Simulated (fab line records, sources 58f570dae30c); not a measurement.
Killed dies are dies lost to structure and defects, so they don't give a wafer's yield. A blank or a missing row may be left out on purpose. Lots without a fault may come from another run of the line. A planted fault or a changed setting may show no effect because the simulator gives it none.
Chamber matching | flow berkeley_cmos170 | UCB170_V1_CMP_02 on cmp-01: 4 sister chambers
The step polishes SiO2. 4 wafers are shown with their chamber, then 11 later ones without.

WAFERS WITH THEIR CHAMBER
wafer  | chamber | motor_current_A (A)
L128.4 | 2       | 17.0
L128.6 | 3       | 17.3
L129.3 | 1       | 18.2
L137.1 | 0       | 14.7

WAFERS WITHOUT THEIR CHAMBER
wafer  | motor_current_A (A)
L137.3 | 17.9
L137.4 | 17.9
L142.1 | 17.5
L142.4 | 17.9
L142.6 | 13.8
L143.1 | 16.9
L143.2 | 17.3
L143.5 | 16.3
L146.2 | 17.6
L146.4 | 14.2
L146.6 | 17.8

WHICH CHAMBER EACH WENT THROUGH
wafer  | from the rows above          | in truth
L137.3 | can't be placed: 1 or 3 or 2 | 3
L137.4 | can't be placed: 1 or 3 or 2 | 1
L142.1 | can't be placed: 3 or 2 or 1 | 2
L142.4 | can't be placed: 1 or 3 or 2 | 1
L142.6 | 0                            | 0
L143.1 | can't be placed: 2 or 3      | 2
L143.2 | can't be placed: 3 or 2      | 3
L143.5 | can't be placed: 2 or 3      | 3
L146.2 | can't be placed: 3 or 1 or 2 | 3
L146.4 | 0                            | 0
L146.6 | can't be placed: 1 or 3 or 2 | 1
Placed correctly: 2 of 11. Can't be placed from these rows: 9 (the true chamber is among the candidates in 9). Placed wrongly: 0.
How it was worked out, from the rows above alone: a wafer's distance from a chamber is the root of the sum, over the readings, of the square of ((its reading less the chamber's mean) divided by the reading's scatter). The wafer belongs to the nearest chamber; if the next one is less than 2 further off, it can't be placed. A chamber's mean is the mean of its shown wafers. The scatter: with one shown wafer a chamber, the root of the mean of the squares of how far each hidden wafer lies from its nearest shown one.
